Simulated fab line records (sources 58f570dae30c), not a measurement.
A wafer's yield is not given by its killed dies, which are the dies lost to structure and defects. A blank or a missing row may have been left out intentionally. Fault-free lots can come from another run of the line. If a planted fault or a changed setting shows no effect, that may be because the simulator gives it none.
2 desks, one fault    flow berkeleyCmos170    what lay behind the numbers comes last; until then each desk has only its own

AT THE METROLOGY DESK
What the gauges read, lot by lot, whatever tool the lot ran on: means of the sampled wafers that have a number. If a lot's mean is further than 4 standard deviations from the usual mean, the lot is out of limits and carries the mark OUT (the distance appears in the brackets). Only the readings that lie furthest out on some lot appear, 7 of the 11 it has.
Columns: A = cdNm at UCB170_M1_CD_MEAS_09, usual 700.5 nm; B = M1_OVL at UCB170_M1_OVL_MEAS_10, usual 0 nm; C = V1_BOW at UCB170_V1_BOW_MEAS_03, usual 19 um; D = cdNm at UCB170_V1_CD_MEAS_12, usual 700.1 nm; E = V1_OVL at UCB170_V1_OVL_MEAS_13, usual 4 nm; F = M2_AL_RS at UCB170_M2_RS_MEAS_02, usual 0.0323 ohm/sq; G = M2_AL_THK at UCB170_M2_THK_MEAS_03, usual 894 nm
lot   first seen here  A      B   C   D      E   F       G
L115  day 7 14:03      699.9  -6  19  698.6  2   0.0320  899
L117  day 8 12:40      701.5  -3  17  700.2  6   0.0319  903
L123  day 9 16:28      700.5  5   19  700.7  3   0.0328  885
L127  day 10 00:39     701.4  6   11  698.1  7   0.0322  900
L138  day 12 11:57     703.8  -7  26  698.8  -1  0.0318  907
This desk's verdict: no lot among the 5 shows anything out of limits.

THE TOOL OWNER'S DESK: pecvd-04
The tool's own readings at UCB170_V1_CVD_00 (deposits SiO2 from TEOS/O2, target thk 2000 nm, time 250 s): means of the sampled wafers that have a number, for each lot that ran on this tool. If a lot's mean is further than 4 standard deviations from the usual mean, the lot is out of limits and carries the mark OUT (the distance appears in the brackets).
Columns: A = heaterPowerW at UCB170_V1_CVD_00, usual 266 W
lot   first seen here  A
L117  day 8 15:38      285
L127  day 10 03:34     256
This desk's verdict: no lot among the 2 shows anything out of limits.

BROUGHT TOGETHER
Metrology desk: nothing out of limits seen.
The desk of the tool owner found nothing out of limits.

WHAT HAD BEEN PUT IN BY THE SIMULATOR
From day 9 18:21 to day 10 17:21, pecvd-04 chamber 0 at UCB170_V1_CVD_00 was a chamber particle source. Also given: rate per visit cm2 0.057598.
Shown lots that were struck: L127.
